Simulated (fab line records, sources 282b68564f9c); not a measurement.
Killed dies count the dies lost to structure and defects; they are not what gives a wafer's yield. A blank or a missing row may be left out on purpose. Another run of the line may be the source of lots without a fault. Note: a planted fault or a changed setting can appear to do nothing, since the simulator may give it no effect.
Which tool was responsible? | flow rit cmos | 13 lots, 39 wafers sampled, at 5 steps of a route of 202

== WHAT THE GAUGES READ, wafer by wafer ==
RIT_ACTIVE_CD_MEAS_11 targets a cd of 1400 nm.
lot  | measured    | on        | cd nm (nm)
L700 | day 1 17:28 | cd sem-02 | 1399.1 1400.0 1401.3
L701 | day 1 20:36 | cd sem-01 | 1399.2 1398.4 1397.5
L702 | day 2 00:52 | cd sem-01 | 1399.3 1398.7 1397.9
L704 | day 2 11:05 | cd sem-02 | 1401.9 1402.8 1402.3
L705 | day 2 16:20 | cd sem-02 | 1398.4 1398.7 1400.5
L706 | day 2 21:55 | cd sem-02 | 1399.2 1399.4 1402.7
L710 | day 3 16:57 | cd sem-01 | 1376.5 1377.0 1377.1
L714 | day 4 18:08 | cd sem-02 | 1396.3 1397.0 1396.6
L718 | day 5 08:49 | cd sem-01 | 1398.4 1399.5 1398.6
L719 | day 5 13:53 | cd sem-02 | 1399.1 1398.9 1401.7
L721 | day 6 03:02 | cd sem-01 | 1399.9 1400.9 1398.7
L722 | day 6 05:15 | cd sem-01 | 1401.0 1401.5 1401.4
L723 | day 6 09:30 | cd sem-01 | 1400.2 1400.9 1403.7

RIT_FOX2_THK_MEAS_91.
lot  | measured    | on            | FIELD_OXIDE_LEFT_2_THK (nm)
L700 | day 2 15:47 | film metro-03 | 259 260 262
L701 | day 2 14:48 | film metro-02 | 254 256 253
L702 | day 2 20:37 | film metro-02 | 259 265 261
L704 | day 3 07:05 | film metro-04 | 258 257 252
L705 | day 3 10:55 | film metro-03 | 263 263 266
L706 | day 3 20:04 | film metro-03 | 248 247 251
L710 | day 4 12:20 | film metro-02 | 254 257 256
L714 | day 5 16:02 | film metro-04 | 254 252 255
L718 | day 6 08:05 | film metro-04 | 255 256 255
L719 | day 6 10:53 | film metro-03 | 264 262 258
L721 | day 6 23:13 | film metro-02 | 259 266 269
L722 | day 6 23:29 | film metro-03 | 253 257 255
L723 | day 7 03:58 | film metro-03 | 257 256 258

RIT_REOX_THK_MEAS_04.
lot  | measured    | on            | REOX_OXIDE_THK (nm)
L700 | day 3 03:32 | film metro-04 | 24.9 25.1 25.3
L701 | day 3 03:32 | film metro-01 | 25.6 25.5 25.3
L702 | day 3 09:20 | film metro-04 | 25.4 25.8 25.8
L704 | day 3 21:11 | film metro-03 | 25.0 25.2 25.1
L705 | day 3 21:11 | film metro-01 | 24.8 25.2 24.8
L706 | day 4 09:41 | film metro-04 | 25.8 25.3 25.5
L710 | day 5 00:23 | film metro-01 | 25.3 25.3 25.1
L714 | day 6 06:37 | film metro-01 | 25.7 25.6 25.9
L718 | day 6 18:36 | film metro-01 | 25.3 25.4 25.4
L719 | day 6 21:08 | film metro-03 | 26.3 25.7 26.2
L721 | day 7 07:02 | film metro-03 | 25.6 26.1 25.9
L722 | day 7 08:26 | film metro-01 | 24.6 24.5 24.7
L723 | day 7 13:08 | film metro-03 | 24.8 25.1 24.6

RIT_NSD_TW_MEAS_10.
lot  | measured    | on            | NSD_TW
L700 | day 3 10:25 | film metro-01 | 3072 3074 3076
L701 | day 3 12:05 | film metro-04 | 3156 3145 3140
L702 | day 3 16:14 | film metro-02 | 3062 3065 3077
L704 | day 4 03:57 | film metro-01 | 3097 3104 3116
L705 | day 4 04:28 | film metro-04 | 3136 3151 3143
L706 | day 4 16:46 | film metro-02 | 3091 3097 3087
L710 | day 5 07:59 | film metro-04 | 3123 3112 3105
L714 | day 6 13:53 | film metro-04 | 3140 3159 3135
L718 | day 7 01:58 | film metro-04 | 3137 3144 3151
L719 | day 7 04:38 | film metro-04 | 3133 3127 3119
L721 | day 7 14:08 | film metro-02 | 3084 3096 3075
L722 | day 7 17:06 | film metro-04 | 3143 3142 3129
L723 | day 7 22:05 | film metro-01 | 3109 3100 3093

== WHICH TOOL RAN EACH LOT (tool, then ch and the chambers of the sampled wafers, then the start) ==
lot  | RIT_ACTIVE_DEVELOP_10
L700 | litho track-03 ch 0, day 1 17:00
L701 | litho track-04 ch 0, day 1 20:00
L702 | litho track-03 ch 0, day 2 00:00
L704 | litho track-03 ch 0, day 2 10:00
L705 | litho track-03 ch 0, day 2 16:00
L706 | litho track-03 ch 0, day 2 21:00
L710 | litho track-03 ch 0, day 3 16:00
L714 | litho track-04 ch 0, day 4 18:00
L718 | litho track-04 ch 0, day 5 08:00
L719 | litho track-04 ch 0, day 5 13:00
L721 | litho track-04 ch 0, day 6 02:00
L722 | litho track-04 ch 0, day 6 05:00
L723 | litho track-04 ch 0, day 6 09:00
- RIT_ACTIVE_DEVELOP_10: develop time 50 s.

== WHAT THE TOOLS THEMSELVES READ (means of the sampled wafers that have a number; where no wafer has one, the mark that the record gives instead) ==
RIT_ACTIVE_DEVELOP_10.
lot  | tool           | developer temp C (C)
L700 | litho track-03 | 23.00
L701 | litho track-04 | 23.07
L702 | litho track-03 | 22.98
L704 | litho track-03 | 23.06
L705 | litho track-03 | 23.08
L706 | litho track-03 | 23.04
L710 | litho track-03 | 23.12
L714 | litho track-04 | 23.17
L718 | litho track-04 | 22.91
L719 | litho track-04 | 23.02
L721 | litho track-04 | 23.08
L722 | litho track-04 | 23.16
L723 | litho track-04 | 22.94

== THE ANSWER, worked out from the rows above alone ==
Rule: what is usual is taken from the lots themselves. Put in order of their means at a reading, lots are off if they are a third of the lots or fewer, leave a main group of 4 or more, and stand apart from it by a gap of 3 or more times the standard deviation of the main group's means; of several such gaps the widest counts. A main group whose means are all the same, to the digits that the tables above print for the reading, isn't used. Also off: a lot with no number at a reading for which 4 or more lots have one. Where the step has rows for the other lots, those lots are counted as sound. First the gauges in route order, then the tools' own readings, where a lot's mean is used as printed above. The first step at which some lot is off is used, and at that step the reading that is off furthest; a lot without a number counts as furthest.
Off, at RIT_ACTIVE_CD_MEAS_11 on cd nm: L710. The main group: mean 1399.8 nm, standard deviation 1.5.
If a tool, at a process step before that reading, ran all the lots that are off and no sound lot after the first of them, it fits. The gauges at RIT_ACTIVE_CD_MEAS_11 are tried like those tools. One fits: litho track-03 at RIT_ACTIVE_DEVELOP_10. A fault onset in the window from L706 (day 2 21:00, its last sound lot) to L710 (day 3 16:00, its first lot off) fits.

== WHAT THE SIMULATOR PUT IN ==
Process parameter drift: litho track-03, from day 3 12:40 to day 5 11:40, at RIT_ACTIVE_DEVELOP_10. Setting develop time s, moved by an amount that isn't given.
Shown lots that were struck: L710. Same finding as the rule above.
